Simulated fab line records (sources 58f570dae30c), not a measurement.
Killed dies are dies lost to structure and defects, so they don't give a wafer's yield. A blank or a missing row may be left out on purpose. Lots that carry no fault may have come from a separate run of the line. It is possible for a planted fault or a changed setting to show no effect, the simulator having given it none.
fab line records | flow berkeley_cmos170
[record] lots = 6 wafers = 18 last_day = 13
route steps=331 shown GATE@137 PLDD@145
lots with no fault: from the same line, run without faults
start_h: hours from the record's opening day to when the first of the lot's shown wafers began | wait_h: hours elapsed since this lot's preceding step | " identical to the entry in the row above | L1.1+2: a row that stands for several wafers | - value missing, or start not given | * or withheld: withheld | < > ~ a bound
route shown NAME@n: NAME is a module with steps in the file, n the number in the route of the first one | usual: mean and standard deviation over wafers with no fault | same: alike in all rows | chamber/n: place in a boat | sites: per-site readings | _std_site: the values' standard deviation | _edge_site: outer sites' mean less inner sites' | radius_mm: for every site, how far away it sits from the centre of the wafer | mask NAME#n: copy n | behind: the tool/chamber that last shaped the wafer | hold: cause of the lot's hold/its duration in hours/its outcome | device: which transistor (n, p or np) failed to switch | end of line: the tests these same wafers got at the end of their route | a step with no rows: only its recipe | killed: dies lost to structure and defects at the first sort, not the wafer's yield | map: a wafer's dies, marking killed ones x, the rest . and places with no die _
set.NAME: the run value of the setting; set.NAME@STEP: its run value at that earlier step | model.NAME: the simulator's own value behind a step, which no gauge read
lots at selected steps of the route; one table per step, one row per wafer
services: when a tool's chamber went out of use (start_h, in hours from the record's first day, below 0 if earlier), for how many hours, and the reason
[[steps]]
[step UCB170_GATE_DEVELOP_11]
[recipe] developer = TMAH develop_time_s = 45 resist = KrF dev_temp_c = 21
[step UCB170_GATE_CD_MEAS_12]
[recipe] target_cd_nm = 350
[usual] cd_nm = 349.6/1.6
// columns lot.wafer tool chamber start_h wait_h cd_nm
L665.1 cd_sem-02 - 141.47 - 350.7
L665.2 " - " " 351.1
L665.4 " - " " 351.7
L673.1 cd_sem-02 - 186.51 - 347.6
L673.2 " - " " 348.4
L673.6 " - " " 347.2
L675.1 cd_sem-01 - 210.10 - 348.5
L675.3 " - " " 349.7
L675.4 " - " " 347.8
L681.1 cd_sem-01 - 237.97 - 347.5
L681.4 " - " " 349.0
L681.5 " - " " 349.1
L688.2 cd_sem-01 - 264.62 - 347.8
L688.4 " - " " 347.5
L688.5 " - " " 348.9
L687.2 cd_sem-02 - 264.90 - 349.7
L687.5 " - " " 349.7
L687.6 " - " " 349.4
[step UCB170_GATE_OVL_MEAS_13]
[usual] GATE_OVL = 1/4.9
// columns lot.wafer tool chamber start_h wait_h GATE_OVL[nm]
L665.1 overlay-02 - 141.59 0.1 4
L665.2 " - " " 7
L665.4 " - " " 7
L673.1 overlay-01 - 186.63 0.1 3
L673.2 " - " " 8
L673.6 " - " " 4
L675.1 overlay-01 - 210.22 0.1 1
L675.3 " - " " -3
L675.4 " - " " 2
L681.1 overlay-01 - 238.09 0.1 4
L681.4 " - " " 2
L681.5 " - " " 7
L688.2 overlay-01 - 264.73 0.1 6
L688.4 " - " " 9
L688.5 " - " " 6
L687.2 overlay-01 - 265.00 0.1 10
L687.5 " - " " 0
L687.6 " - " " 6
[step UCB170_GATE_ETCH_14]
[recipe] chemistry = N2/H2 target_depth_a = withheld overetch_a = withheld target = BARC time_s = withheld source_w = 500 bias_w = 100 pressure_mtorr = 30 n2_flow_sccm = 100 h2_flow_sccm = 200
[usual] drypump_motor_current_A = 5.7/0.34 h2_flow_sccm = 200.0/0.56 oes_product_au = 1.006/0.02 throttle_valve_pct = 13.32/0.17
// columns lot.wafer tool chamber start_h wait_h drypump_motor_current_A h2_flow_sccm oes_product_au throttle_valve_pct
L665.1 rie_diel-03 3 141.63 0.0 6.6 199.4 1.014 13.30
L665.2 " 1 " " 5.3 199.8 0.999 13.62
L665.4 " 0 " " 5.4 199.3 0.999 13.25
L673.1 rie_diel-02 1 186.67 0.0 5.0 200.0 0.983 13.07
L673.2 " 3 " " 5.8 200.3 1.006 13.04
L673.6 " 0 " " 5.8 199.5 0.972 13.30
L675.1 rie_diel-02 2 210.26 0.0 6.1 199.0 1.001 13.35
L675.3 " 1 " " 5.0 199.6 0.986 13.07
L675.4 " 0 " " 5.8 199.8 0.984 13.31
L681.1 rie_diel-01 0 238.13 0.0 6.0 199.7 1.020 13.50
L681.4 " 0 " " 6.0 200.2 1.026 13.47
L681.5 " 0 " " 6.0 199.9 1.016 13.49
L688.2 rie_diel-01 3 264.76 0.0 5.7 200.8 1.022 13.59
L688.4 " 3 " " 5.7 199.2 1.009 13.57
L688.5 " 1 " " 5.6 199.7 1.030 13.35
L687.2 rie_diel-03 1 265.03 0.0 5.3 199.6 0.985 13.63
L687.5 " 3 " " 6.5 200.4 1.011 13.30
L687.6 " 2 " " 5.9 199.4 1.010 13.25
[step UCB170_GATE_ETCH_15]
[recipe] chemistry = HBr/Cl2 target = poly-Si stop_on = SiO2 over_etch_frac = 0.3 icp_w = 300 bias_w = 150 time_s = 56.3 pressure_mtorr = 15 HBr_flow_sccm = 150 Cl2_flow_sccm = 50 target_depth_a = 2782
[usual] HBr_flow_sccm = 150.0/0.44 drypump_motor_current_A = 5.8/0.49 oes_product_au = 0.839/0.011 throttle_valve_pct = 26.56/0.15
// columns lot.wafer tool chamber start_h wait_h HBr_flow_sccm drypump_motor_current_A oes_product_au rf_hours_counter_h throttle_valve_pct
L665.1 rie_si-02 1 141.67 - 149.3 5.9 0.824 93 26.54
L665.2 " 2 " " 149.4 5.6 0.850 1 26.81
L665.4 " 3 " " 150.7 6.0 0.838 - 26.69
L673.1 rie_si-02 0 186.71 - 150.6 6.8 0.837 0 26.50
L673.2 " 1 " " 149.8 5.9 0.822 93 26.54
L673.6 " 1 " " 150.3 5.8 0.835 - 26.54
L675.1 rie_si-02 3 210.30 - 149.9 6.1 0.850 33 26.69
L675.3 " 0 " " 150.1 6.8 0.830 0 26.51
L675.4 " 2 " " 151.0 5.6 0.841 2 26.82
L681.1 rie_si-01 2 238.19 - 150.5 5.3 0.854 4 26.44
L681.4 " 1 " " 150.2 5.6 0.830 32 26.30
L681.5 " 3 " " 149.7 6.2 0.837 - 26.59
L688.2 rie_si-01 0 264.80 - 149.2 5.0 0.839 2 26.51
L688.4 " 3 " " 150.1 6.2 0.844 54 26.57
L688.5 " 2 " " 150.1 5.3 0.861 - 26.44
L687.2 rie_si-02 2 265.08 - 150.0 5.6 0.850 2 26.82
L687.5 " 0 " " 150.8 6.8 0.836 - 26.51
L687.6 " 1 " " 149.3 5.8 0.838 - 26.55
[step UCB170_GATE_STRIP_16]
[recipe] chemistry = O2 power_w = 400 pressure_mtorr = 3500 platen_temp_c = withheld o2_flow_sccm = 400 overash_fraction = 0.5
[usual] drypump_motor_current_A = 5.6/0.36 o2_flow_sccm = 400.1/1.5 oes_product_au = 0.724/0.0045
// columns lot.wafer tool chamber start_h wait_h drypump_motor_current_A o2_flow_sccm oes_product_au rf_hours_counter_h
L665.1 plasma_asher-01 0 141.72 0.0 5.5 401.8 0.726 41
L665.2 " 1 " " 5.7 399.5 0.720 41
L665.4 " 0 " " 5.5 400.1 0.735 -
L673.1 plasma_asher-04 1 186.76 0.0 5.6 397.6 0.723 8
L673.2 " 0 " " 5.4 400.1 0.720 8
L673.6 " 0 " " 5.4 400.0 0.717 -
L675.1 plasma_asher-03 0 210.35 0.0 5.3 399.5 0.724 42
L675.3 " 1 " " 6.4 397.6 0.723 -
L675.4 " 0 " " 5.3 398.0 0.731 -
L681.1 plasma_asher-01 0 238.24 0.0 5.5 400.0 0.729 51
L681.4 " 1 " " 5.6 397.9 0.729 -
L681.5 " 1 " " 5.7 399.4 0.727 -
L688.2 plasma_asher-04 1 264.85 0.0 5.6 397.4 0.722 16
L688.4 " 0 " " 5.4 400.1 0.718 -
L688.5 " 1 " " 5.5 398.2 0.726 -
L687.2 plasma_asher-03 1 265.12 0.0 6.4 402.6 0.723 47
L687.5 " 1 " " 6.4 400.2 0.730 -
L687.6 " 0 " " 5.3 401.7 0.729 -
[step UCB170_GATE_CD_MEAS_90]
[recipe] target_cd_nm = 350
[usual] cd_nm = 349.6/1.7
// columns lot.wafer tool chamber start_h wait_h cd_nm
L665.1 cd_sem-02 - 141.82 0.1 349.9
L665.2 " - " " 350.1
L665.4 " - " " 351.9
L673.1 cd_sem-02 - 186.86 0.1 348.7
L673.2 " - " " 349.0
L673.6 " - " " 347.2
L675.1 cd_sem-01 - 210.45 0.1 348.0
L675.3 " - " " 349.7
L675.4 " - " " 347.6
L681.1 cd_sem-01 - 238.34 0.1 346.9
L681.4 " - " " 348.6
L681.5 " - " " 349.5
L688.2 cd_sem-02 - 265.02 0.1 347.0
L688.4 " - " " 346.8
L688.5 " - " " 348.3
L687.2 cd_sem-01 - 265.24 0.1 348.6
L687.5 " - " " 349.0
L687.6 " - " " 348.2
[step UCB170_GATE_CLEAN_17]
[recipe] chemistry = SPM temp_c = 120 time_s = 600
[step UCB170_PLDD_HMDS_00]
[recipe] prime_time_s = 60 prime_temp_c = 100
[step UCB170_PLDD_COAT_01]
[recipe] resist = KrF spin_rpm = 1500 resist_thk_nm = 900
[step UCB170_PLDD_SOFTBAKE_02]
[recipe] resist = KrF temp_c = 130 time_s = 60
[step UCB170_PLDD_EXPOSE_03]
[recipe] mask_id = PSELECT na = 0.5 sigma_outer = 0.6 source_shape = conventional target_cd_nm = 1200 dose_mj = 30
[step UCB170_PLDD_PEB_04]
[recipe] peb_temp_c = 130 peb_time_s = withheld resist = KrF
[usual] chill_plate_temp_C = 23.02/0.097 exhaust_pa = 44.8/0.91
// columns lot.wafer tool chamber start_h wait_h chill_plate_temp_C exhaust_pa
L665.1 litho_track-02 0 144.01 0.9 23.12 43.8
L665.2 " 0 " " 23.09 44.7
L665.4 " 0 " " 23.16 43.8
L673.1 litho_track-02 - 188.10 0.1 - -
L673.2 " - " " - -
L673.6 " - " " - -
L675.1 litho_track-02 - 212.47 0.1 - -
L675.3 " - " " - -
L675.4 " - " " - -
L681.1 litho_track-03 0 239.40 0.3 22.91 44.2
L681.4 " 0 " " 22.87 44.4
L681.5 " 0 " " 23.02 45.4
L688.2 litho_track-04 0 265.99 0.1 23.10 44.3
L688.4 " 0 " " 23.03 44.3
L688.5 " 0 " " 23.04 43.1
L687.2 litho_track-03 0 266.20 0.1 22.87 46.2
L687.5 " 0 " " 23.12 45.3
L687.6 " 0 " " 22.87 45.5
[step UCB170_PLDD_DEVELOP_05]
[recipe] developer = TMAH develop_time_s = 45 resist = KrF dev_temp_c = 21
[[services]]
// columns tool chamber start_h hours kind
plasma_asher-04 0 117.75 - clean
plasma_asher-04 1 117.75 - clean
rie_si-01 - 123.75 0.6 repair
plasma_asher-01 - 132.83 4.1 repair
plasma_asher-01 - 136.60 0.7 repair
rie_si-02 0 136.76 15.8 repair
rie_si-02 0 152.52 - clean
rie_si-02 0 152.52 25.3 scheduled_down
rie_si-02 0 152.52 25.3 vent_cycle
rie_diel-01 - 170.96 4.3 pm
rie_diel-03 2 195.19 5.8 repair
rie_si-01 2 220.87 3.3 repair
rie_si-02 0 225.37 1.3 repair
rie_diel-01 0 226.26 5.6 repair
rie_diel-01 3 227.97 16.9 repair
rie_diel-01 2 231.86 7.1 repair
rie_si-02 3 235.60 8.0 repair
rie_diel-03 1 236.55 7.0 repair
rie_diel-01 0 248.57 - clean
rie_diel-01 0 248.57 25.8 scheduled_down
rie_diel-01 0 248.57 25.8 vent_cycle
rie_diel-02 3 251.18 7.4 repair
rie_diel-03 - 265.82 4.0 pm
[[key]]
[first_sign] step = UCB170_PLDD_PEB_04 reading = tool_record direction = missing
effect none on later readings
met_at UCB170_PLDD_PEB_04
struck_wafers L673.1,L673.2,L673.6,L675.1,L675.3,L675.4
sort_left_out L673.1,L673.2,L673.6,L675.1,L675.3,L675.4
tester_left_out L673,L675
onset_between 144.01 188.10
[fault] kind = skipped_step_whole tool = litho_track-02 chamber = - onset_h = 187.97 steps = UCB170_PLDD_PEB_04 scope = struck_lots_only
// tester_left_out: of these lots the tester's yield and bins aren't shown, on N5 and GAA mostly nor the transistor test; their killed dies are dies lost to structure and defects alone, not to doping, threshold or leakage, so they don't give the yield
// sort_left_out: the simulated sort isn't trusted on such a fault, so these wafers' sort isn't shown, and their yield isn't known
